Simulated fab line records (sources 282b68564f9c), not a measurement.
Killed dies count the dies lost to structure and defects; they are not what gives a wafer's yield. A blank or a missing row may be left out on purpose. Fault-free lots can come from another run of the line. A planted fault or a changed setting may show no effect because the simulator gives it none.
Commonality check across tools    flow rit cmos    41 wafers sampled across 14 lots

== WHY IT WAS OPENED ==
At RIT_PWELL_TW_MEAS_10 the reading PWELL_TW is flagged on 2 of 14 lots. No-fault wafers: 959, standard deviation 9.
Rule: a lot is flagged when every wafer of it that has a number lies more than 4 standard deviations from that mean, or none has a number. As for the other lots, they are considered sound.

lot   measured     on             PWELL_TW, wafer by wafer  flag
L984  day 2 00:36  film metro-01  960 959 962               
L985  day 2 05:43  film metro-01  958 958 957               
L988  day 2 20:58  film metro-01  959 957 958               
L989  day 3 04:29  film metro-03  909 905                   FLAGGED
L992  day 3 17:35  film metro-03  903 904 910               FLAGGED
L993  day 3 22:41  film metro-01  955 957 957               
L996  day 4 12:28  film metro-04  965 969 968               
L998  day 4 20:45  film metro-03  947 945 943               
L100  day 5 08:38  film metro-04  968 971 962               
L101  day 5 13:05  film metro-04  962 965 961               
L104  day 6 03:55  film metro-01  957 955 955               
L105  day 6 09:13  film metro-04  969 966 971               
L106  day 6 13:07  film metro-01  955 959 959               
L107  day 6 17:27  film metro-01  947 955 951               
On average the flagged lots' numbers are 906, which is -53 against the usual, or -6 standard deviations.

== WHICH TOOL EACH LOT WENT THROUGH ==
The record keeps 1 process step preceding the reading, out of 202 steps on the route. Cell contents, in order: the tool; ch with the chambers the sampled wafers went through; the start.
lot   flag     RIT_PWELL_IMPLANT_08
L984           implanter-03 ch 0, day 2 00:17
L985           implanter-03 ch 0, day 2 05:23
L988           implanter-02 ch 0, day 2 20:38
L989  FLAGGED  implanter-03 ch 0, day 3 04:14
L992  FLAGGED  implanter-03 ch 0, day 3 17:16
L993           implanter-02 ch 0, day 3 22:22
L996           implanter-02 ch 0, day 4 12:11
L998           implanter-02 ch 0, day 4 20:25
L100           implanter-02 ch 0, day 5 08:19
L101           implanter-02 ch 0, day 5 12:46
L104           implanter-02 ch 0, day 6 03:35
L105           implanter-03 ch 0, day 6 08:53
L106           implanter-01 ch 0, day 6 12:48
L107           implanter-02 ch 0, day 6 17:08
What is done by these steps:
- RIT_PWELL_IMPLANT_08
- RIT_PWELL_TW_MEAS_10

== FLAGGED OVER TOTAL, TOOL BY TOOL (the gauges that took the reading come last) ==
step                  tool           lots run  flagged  share of the flagged lots  sound lots run after its first flagged lot
RIT_PWELL_IMPLANT_08  implanter-01   1         0        none                       -
RIT_PWELL_IMPLANT_08  implanter-02   8         0        none                       -
RIT_PWELL_IMPLANT_08  implanter-03   5         2        all                        1 (L105)
RIT_PWELL_TW_MEAS_10  film metro-01  7         0        none                       -
RIT_PWELL_TW_MEAS_10  film metro-03  3         2        all                        1 (L998)
RIT_PWELL_TW_MEAS_10  film metro-04  4         0        none                       -

== WHAT THE TABLE PERMITS ==
Rows of the table that ran all the flagged lots, 2 in number: implanter-03 at RIT_PWELL_IMPLANT_08; film metro-03 at RIT_PWELL_TW_MEAS_10.
- implanter-03 at RIT_PWELL_IMPLANT_08: 2 of its 5 lots flagged. Lots that were sound ran on it after the first flagged one (L105); a persistent fault on the entire tool would not allow that. Its own readings (faraday current uA) fall more than 4 standard deviations out on all wafers of the flagged lots.
- film metro-03 at RIT_PWELL_TW_MEAS_10: 2 of its 3 lots flagged. Lots that were sound ran on it after the first flagged one (L998); a persistent fault on the entire tool would not allow that.
No row of the table ran every flagged lot and no sound lot after the first.

== WHAT THE SIMULATOR PUT IN ==
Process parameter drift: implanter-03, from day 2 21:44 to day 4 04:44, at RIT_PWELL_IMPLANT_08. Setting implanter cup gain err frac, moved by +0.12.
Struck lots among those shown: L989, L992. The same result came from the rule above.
